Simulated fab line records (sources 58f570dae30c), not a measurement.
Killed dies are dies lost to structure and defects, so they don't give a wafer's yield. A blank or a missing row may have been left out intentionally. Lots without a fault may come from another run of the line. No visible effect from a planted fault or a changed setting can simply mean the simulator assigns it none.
Struck lot and sound lot, side by side || flow berkeley-cmos170 || 16 out of 331 route steps
Sound: the wafers L394.1, L394.2, L394.6. Struck: wafers L396.4, L396.5, L396.6. At the end, the cause is stated.
Per side, at each step with rows, come the tool, then ch with its chambers, and then its first start. Under that, the readings that differ: sound wafers || struck wafers || difference of the means || sigmas: that difference in standard deviations of wafers without a fault.
alike: readings whose means differ by less than 2 such deviations, and words and numbers that are the same on both sides. not compared: withheld readings, readings that some wafer has no value for, bounds like >300 that may hide the same value, and numbers for which the record gives no deviation and whose values overlap.
The two part at a step that has a row with sigmas, a row that says differs or no value, or rows on one side only. Numbers that have no deviation but don't overlap get no sigmas and don't part them. A reading that every wafer of one side lacks parts them only if that side has two wafers or more.

first, 1 step without rows for these wafers: UCB170_PLDD_DEVELOP_05 (develop time 45 s).
UCB170_PLDD_CD_MEAS_06: the cd target is 1200 nm.
  struck on cd-sem-02, day 9 16:55; sound on cd-sem-01, day 8 13:39
  alike: cd-nm
UCB170_PLDD_OVL_MEAS_07:
  struck on overlay-02, day 9 17:00; sound on overlay-02, day 8 13:46
  alike: PLDD_OVL
then, 2 steps without rows for these wafers: UCB170_PLDD_IMPLANT_08; UCB170_PLDD_IMPLANT_09.
UCB170_PLDD_STRIP_10: strips in O2.
  sound on plasma-asher-03 ch 0,1, day 8 14:06; struck on plasma-asher-03 ch 0,1, day 9 17:21
{"reading": "strip-time-to-endpoint-s (s)", "sound": "21.55 21.66 21.56", "struck": "21.81 21.75 21.75", "difference": "+0.18", "sigmas": "+2"}
  alike: drypump-motor-current-A, oes-product-au
  not compared: rf-hours-counter-h
UCB170_PLDD_TW_MEAS_11:
  struck on film-metro-04, day 9 17:27; sound on film-metro-03, day 8 14:12
  alike: PLDD_TW
then, 5 steps without rows for these wafers: UCB170_PLDD_CLEAN_12 (cleans in SPM, time 600 s); UCB170_NLDD_HMDS_00 (prime time 60 s); UCB170_NLDD_COAT_01 (resist thk 900 nm); UCB170_NLDD_SOFTBAKE_02 (time 60 s); UCB170_NLDD_EXPOSE_03 (exposes mask NSELECT, target cd 1200 nm).
UCB170_NLDD_PEB_04:
  sound on litho-track-02 ch 0, day 8 15:10; struck on litho-track-04 ch 0, day 9 22:26
{"reading": "heater-power-total-W (W)", "sound": "56.83 56.89 56.87", "struck": "48.88 48.87 48.81", "difference": -8.01, "sigmas": "-99 or more"}
{"reading": "plate-temp-C (C)", "sound": "129.98 129.98 129.92", "struck": "116.05 116.01 115.96", "difference": -13.95, "sigmas": "-99 or more"}
  alike: resist-line-temp-C
then, 1 step without rows for these wafers: UCB170_NLDD_DEVELOP_05 (develop time 45 s).
UCB170_NLDD_CD_MEAS_06: the cd target is 1200 nm.
  struck on cd-sem-02, day 9 22:41; sound on cd-sem-01, day 8 15:27
{"reading": "cd-nm (nm)", "sound": "1200.2 1198.8 1199.2", "struck": "1029.7 1031.2 1029.7", "difference": -169.2, "sigmas": "-99 or more"}
UCB170_NLDD_OVL_MEAS_07:
  struck on overlay-01, day 9 22:46; sound on overlay-01, day 8 15:34
  alike: NLDD_OVL

== WHERE THEY PART ==
At UCB170_PLDD_STRIP_10 first; at UCB170_NLDD_CD_MEAS_06 last (within this record only). Later steps at which nothing parts them and some readings are alike: UCB170_NLDD_OVL_MEAS_07.

WHY: what had been put in by the simulator
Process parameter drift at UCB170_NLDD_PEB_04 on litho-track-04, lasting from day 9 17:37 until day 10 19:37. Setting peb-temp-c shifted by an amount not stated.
